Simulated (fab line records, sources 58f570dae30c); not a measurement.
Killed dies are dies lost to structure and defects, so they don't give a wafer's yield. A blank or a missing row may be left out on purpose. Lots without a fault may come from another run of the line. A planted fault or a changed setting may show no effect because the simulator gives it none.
A struck lot beside a sound one | flow berkeley_cmos170 | 16 steps out of a route of 331
Sound: wafers L507.2, L507.3, L507.6. Struck: wafers L505.1, L505.4, L505.5. The cause comes at the end.
At each step with rows: each side's tool, then ch and its chambers, then its first start. Under that, the readings that differ: sound wafers | struck wafers | difference of the means | sigmas: that difference in standard deviations of wafers without a fault.
alike: readings whose means differ by less than 2 such deviations, and words and numbers that are the same on both sides. not compared: withheld readings, readings that some wafer has no value for, bounds like >300 that may hide the same value, and numbers for which the record gives no deviation and whose values overlap.
The two part at a step that has a row with sigmas, a row that says differs or no value, or rows on one side only. Numbers that don't overlap but have no deviation are shown without sigmas and don't part them. A reading that every wafer of one side lacks parts them only if that side has two wafers or more.

first, 1 step without rows for these wafers: UCB170_M3_SOFTBAKE_06 (time 60 s).
UCB170_M3_STRIP_07: strips in O2.
  sound on plasma_asher-01 ch 0,1, day 10 22:45; struck on plasma_asher-02 ch 0,1, day 10 23:10
  alike: drypump_motor_current_A, oes_product_au, strip_time_to_endpoint_s
  not compared: rf_hours_counter_h
then, 7 steps without rows for these wafers: UCB170_M3_STRIP_08 (strips KrF in DMSO, time 600 s); UCB170_M3_COAT_09; UCB170_M3_COAT_10 (resist thk 900 nm); UCB170_M3_SOFTBAKE_11 (time 60 s); UCB170_M3_EXPOSE_12 (exposes mask METAL3, target cd 700 nm); UCB170_M3_PEB_13; UCB170_M3_DEVELOP_14 (develop time 45 s).
UCB170_M3_CD_MEAS_15: target cd 700 nm.
  sound on cd_sem-01, day 11 00:21; struck on cd_sem-02, day 11 00:46
  reading    | sound             | struck            | difference | sigmas
  cd_nm (nm) | 699.0 699.5 698.7 | 701.6 701.9 702.1 | +2.8       | +2
UCB170_M3_OVL_MEAS_16:
  sound on overlay-01, day 11 00:28; struck on overlay-01, day 11 00:53
  alike: M3_OVL
UCB170_M3_ETCH_17: etches BARC in N2/H2.
  sound on rie_diel-03 ch 0,1,2, day 11 00:29; struck on rie_diel-04 ch 1,2,3, day 11 00:55
  alike: drypump_motor_current_A, oes_product_au, throttle_valve_pct
UCB170_M3_METAL_ETCH_18: etches Al in Cl2/BCl3, stops on SiO2, target depth 1170 nm, time 195 s.
  sound on rie_metal-02 ch 0,1, day 11 00:32; struck on rie_metal-01 ch 1, day 11 00:58
  reading                             | sound             | struck                  | difference | sigmas
  over_etch_frac                      | 0.3 0.3 0.3       | 0.45315 0.45315 0.45315 | +0.15315   |
  model.KrF_of_M3_COAT_10.thk_nm (nm) | 196.4 194.3 197.6 | 131.1 127.9 131.2       | -66.0      |
  model.SiO2_of_V2_CVD_00.thk_nm (nm) | 934.7 935.2 935.3 | 930.5 930 928.8         | -5.3       |
  alike: drypump_motor_current_A, oes_product_au, throttle_valve_pct
  not compared: rf_hours_counter_h, model.M3.cd_nm
UCB170_M3_STRIP_19: strips in O2.
  sound on plasma_asher-04 ch 0,1, day 11 00:43; struck on plasma_asher-04 ch 0,1, day 11 01:09
  reading               | sound             | struck            | difference | sigmas
  oes_product_au (a.u.) | 0.517 0.514 0.530 | 0.460 0.460 0.457 | -0.061     | -6
  alike: drypump_motor_current_A
  not compared: rf_hours_counter_h
UCB170_M3_CD_MEAS_90: target cd 700 nm.
  sound on cd_sem-01, day 11 00:50; struck on cd_sem-02, day 11 01:15
  alike: cd_nm
UCB170_M3_PROBE_99:
  the record has rows for the sound wafers here (prober-02, day 11 01:07) and none for the struck ones

WHERE THEY PART
First at UCB170_M3_CD_MEAS_15; last, within this record, at UCB170_M3_PROBE_99.

WHY: what the simulator had put in
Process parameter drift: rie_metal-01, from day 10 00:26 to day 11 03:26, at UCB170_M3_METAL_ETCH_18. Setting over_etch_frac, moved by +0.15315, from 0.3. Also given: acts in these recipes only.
